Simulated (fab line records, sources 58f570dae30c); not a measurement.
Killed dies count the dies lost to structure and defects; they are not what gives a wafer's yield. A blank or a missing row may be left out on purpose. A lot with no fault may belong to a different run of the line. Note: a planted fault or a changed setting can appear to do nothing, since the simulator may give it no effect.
Which tool is to blame? + flow berkeley-cmos170 + 14 lots with 42 wafers sampled at 5 steps, on a route of 331 steps

WHAT THE GAUGES SHOWED, per wafer
UCB170_PWELL_THK_MEAS_06.
| lot  | measured    | on            | PWELL_NITRIDE_THK (nm) |
|------|-------------|---------------|------------------------|
| L412 | day 3 08:34 | film-metro-03 | 221.9 220.7 220.2      |
| L411 | day 3 09:29 | film-metro-03 | 218.1 217.2 218.5      |
| L414 | day 3 21:00 | film-metro-02 | 217.3 218.8 217.1      |
| L416 | day 3 21:01 | film-metro-04 | 219.5 219.6 219.1      |
| L415 | day 3 21:01 | film-metro-03 | 222.1 220.4 220.9      |
| L413 | day 3 21:04 | film-metro-02 | 221.3 220.2 221.6      |
| L417 | day 4 03:43 | film-metro-03 | 222.1 222.8 223.5      |
| L418 | day 4 13:25 | film-metro-04 | 224.2 222.8 223.5      |
| L421 | day 5 03:47 | film-metro-03 | 220.0 218.5 219.5      |
| L422 | day 5 08:58 | film-metro-04 | 216.5 215.4 215.3      |
| L424 | day 5 16:01 | film-metro-04 | 217.2 220.7 218.3      |
| L425 | day 5 21:53 | film-metro-02 | 219.6 222.0 219.9      |
| L427 | day 6 13:57 | film-metro-04 | 220.2 220.5 220.3      |
| L432 | day 7 17:47 | film-metro-02 | 220.3 221.7 220.2      |

UCB170_PVT_OVL_MEAS_06.
| lot  | measured     | on         | PVT_OVL (nm) |
|------|--------------|------------|--------------|
| L412 | day 5 18:02  | overlay-02 | -11 -3 0     |
| L411 | day 5 17:59  | overlay-02 | -8 -7 -9     |
| L414 | day 6 10:06  | overlay-01 | -7 -8 -4     |
| L416 | day 6 17:54  | overlay-02 | -11 -5 -3    |
| L415 | day 6 10:23  | overlay-02 | -16 -8 -12   |
| L413 | day 6 18:11  | overlay-01 | -1 2 -1      |
| L417 | day 6 17:32  | overlay-01 | -3 1 -5      |
| L418 | day 7 10:41  | overlay-02 | 0 -5 -7      |
| L421 | day 8 03:16  | overlay-02 | -9 -6 -5     |
| L422 | day 8 03:30  | overlay-02 | -3 -1 -4     |
| L424 | day 8 14:20  | overlay-01 | -11 -7 -11   |
| L425 | day 8 14:41  | overlay-01 | 1 3 6        |
| L427 | day 9 15:35  | overlay-02 | -1 2 -1      |
| L432 | day 10 09:04 | overlay-02 | -1 -3 -11    |

UCB170_PVT_TW_MEAS_09.
| lot  | measured     | on            | PVT_TW      |
|------|--------------|---------------|-------------|
| L412 | day 5 18:19  | film-metro-02 | 514 511 512 |
| L411 | day 5 18:17  | film-metro-04 | 509 510 508 |
| L414 | day 6 10:23  | film-metro-04 | 504 506 507 |
| L416 | day 6 18:11  | film-metro-03 | 508 508 509 |
| L415 | day 6 10:41  | film-metro-02 | 509 509 511 |
| L413 | day 6 18:28  | film-metro-04 | 507 505 507 |
| L417 | day 6 17:49  | film-metro-04 | 507 504 506 |
| L418 | day 7 10:58  | film-metro-03 | 512 509 515 |
| L421 | day 8 03:33  | film-metro-04 | 506 505 507 |
| L422 | day 8 03:47  | film-metro-02 | 514 511 513 |
| L424 | day 8 14:38  | film-metro-04 | 507 506 506 |
| L425 | day 8 14:58  | film-metro-02 | 617 617 617 |
| L427 | day 9 15:53  | film-metro-03 | 612 610 614 |
| L432 | day 10 09:21 | film-metro-03 | 510 511 510 |

UCB170_PSD_CD_MEAS_06: the cd target is 1200 nm.
| lot  | measured     | on        | cd-nm (nm)           |
|------|--------------|-----------|----------------------|
| L412 | day 6 19:29  | cd-sem-02 | 1199.8 1199.6 1199.5 |
| L411 | day 6 19:43  | cd-sem-02 | 1202.9 1204.4 1204.5 |
| L414 | day 7 09:51  | cd-sem-01 | 1198.7 1198.7 1199.2 |
| L416 | day 7 20:24  | cd-sem-01 | 1202.1 1201.3 1200.9 |
| L415 | day 7 10:10  | cd-sem-02 | 1200.3 1199.4 1201.6 |
| L413 | day 7 20:15  | cd-sem-01 | 1195.3 1196.8 1197.2 |
| L417 | day 7 20:32  | cd-sem-02 | 1198.9 1197.9 1198.3 |
| L418 | day 8 08:23  | cd-sem-01 | 1200.5 1200.1 1201.0 |
| L421 | day 9 04:34  | cd-sem-01 | 1202.3 1202.1 1202.7 |
| L422 | day 9 04:26  | cd-sem-01 | 1198.9 1201.4 1201.0 |
| L424 | day 9 16:20  | cd-sem-01 | 1202.4 1201.1 1202.8 |
| L425 | day 9 16:11  | cd-sem-02 | 1198.5 1199.5 1199.3 |
| L427 | day 10 11:28 | cd-sem-02 | 1199.3 1199.4 1199.1 |
| L432 | day 11 10:28 | cd-sem-01 | 1199.2 1197.9 1199.0 |

WHAT TOOL EACH LOT RAN ON (gives the tool, then ch and the chambers of the sampled wafers, and finally the start)
| lot  | UCB170_PVT_IMPLANT_07           |
|------|---------------------------------|
| L412 | implanter-01 ch 0, day 5 18:05  |
| L411 | implanter-02 ch 0, day 5 18:02  |
| L414 | implanter-02 ch 0, day 6 10:08  |
| L416 | implanter-01 ch 0, day 6 17:56  |
| L415 | implanter-04 ch 0, day 6 10:28  |
| L413 | implanter-04 ch 0, day 6 18:14  |
| L417 | implanter-02 ch 0, day 6 17:35  |
| L418 | implanter-02 ch 0, day 7 10:44  |
| L421 | implanter-01 ch 0, day 8 03:18  |
| L422 | implanter-04 ch 0, day 8 03:32  |
| L424 | implanter-01 ch 0, day 8 14:26  |
| L425 | implanter-01 ch 0, day 8 14:43  |
| L427 | implanter-01 ch 0, day 9 15:39  |
| L432 | implanter-04 ch 0, day 10 09:07 |
- UCB170_PVT_IMPLANT_07

AS READ BY THE TOOLS THEMSELVES (means over the sampled wafers that have a number; for cases with no such wafer, the mark the record gives instead)
UCB170_PVT_IMPLANT_07.
| lot  | tool         | beam-energy-keV | dose-ions-cm2 | faraday-current-uA |
|------|--------------|-----------------|---------------|--------------------|
| L412 | implanter-01 | 29.996          | 1.9989e+12    | 6.16               |
| L411 | implanter-02 | 29.998          | 2.0013e+12    | 6.48               |
| L414 | implanter-02 | 29.991          | 2.0007e+12    | 6.36               |
| L416 | implanter-01 | 29.997          | 1.9966e+12    | 6.37               |
| L415 | implanter-04 | 29.989          | 1.9968e+12    | 6.32               |
| L413 | implanter-04 | 29.999          | 2.0020e+12    | 6.35               |
| L417 | implanter-02 | 29.998          | 1.9985e+12    | 6.43               |
| L418 | implanter-02 | 30.006          | 1.9975e+12    | 6.26               |
| L421 | implanter-01 | 30.000          | 2.0028e+12    | 6.39               |
| L422 | implanter-04 | 29.992          | 1.9999e+12    | 6.34               |
| L424 | implanter-01 | 30.002          | 2.0002e+12    | 6.28               |
| L425 | implanter-01 | 30.003          | 3.6280e+12    | 11.35              |
| L427 | implanter-01 | 30.005          | 3.6289e+12    | 11.26              |
| L432 | implanter-04 | 29.988          | 1.9973e+12    | 6.40               |

THE ANSWER, worked out from the rows above alone
Rule: the usual values come from the lots themselves. The widest of any qualifying gaps counts: lots, ordered by their means at a reading, are off when they make up no more than a third of the lots, leave a main group of 4 or more, and stand apart from it by 3 or more times the standard deviation of that group's means. If all means in a main group match to the digits the tables above print for the reading, that group is not used. A lot without any number at a reading at which 4 lots or more have one is off too. Any other lot the step has rows for is counted as sound. First the gauges in route order, then the tools' own readings, where a lot's mean is used as printed above. The first step at which some lot is off is used, and at that step the reading that is off furthest; a lot without a number counts as furthest.
Off: at UCB170_PVT_TW_MEAS_09 (PVT_TW), L425, L427. The main group has a mean of 509 with a standard deviation of 2.6.
A tool fits if, at a process step before that reading, it ran every lot that is off, and no sound lot after the first of them. The gauges at UCB170_PVT_TW_MEAS_09 aren't tried: what is off there is off at UCB170_PVT_IMPLANT_07 too, on other tools, and a gauge's error can't cause that. One candidate fits, namely implanter-01 at UCB170_PVT_IMPLANT_07. Its last sound lot is L424 (day 8 14:26), its first lot that is off L425 (day 8 14:43): a fault that began between those two fits.
The tool's own readings at UCB170_PVT_IMPLANT_07 bear it out: on the lots that are off they differ by more than 5 times the standard deviation of the sound lots' means. dose-ions-cm2 reads 3.6284e+12 there against 1.9994e+12 on the sound lots; faraday-current-uA reads 11.30 there against 6.34 on the sound lots.

WHAT WAS PUT IN BY THE SIMULATOR
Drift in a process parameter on implanter-01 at UCB170_PVT_IMPLANT_07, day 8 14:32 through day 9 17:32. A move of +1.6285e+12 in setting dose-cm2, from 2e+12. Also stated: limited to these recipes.
Struck lots among those shown: L425, L427. This agrees with what the rule above found.
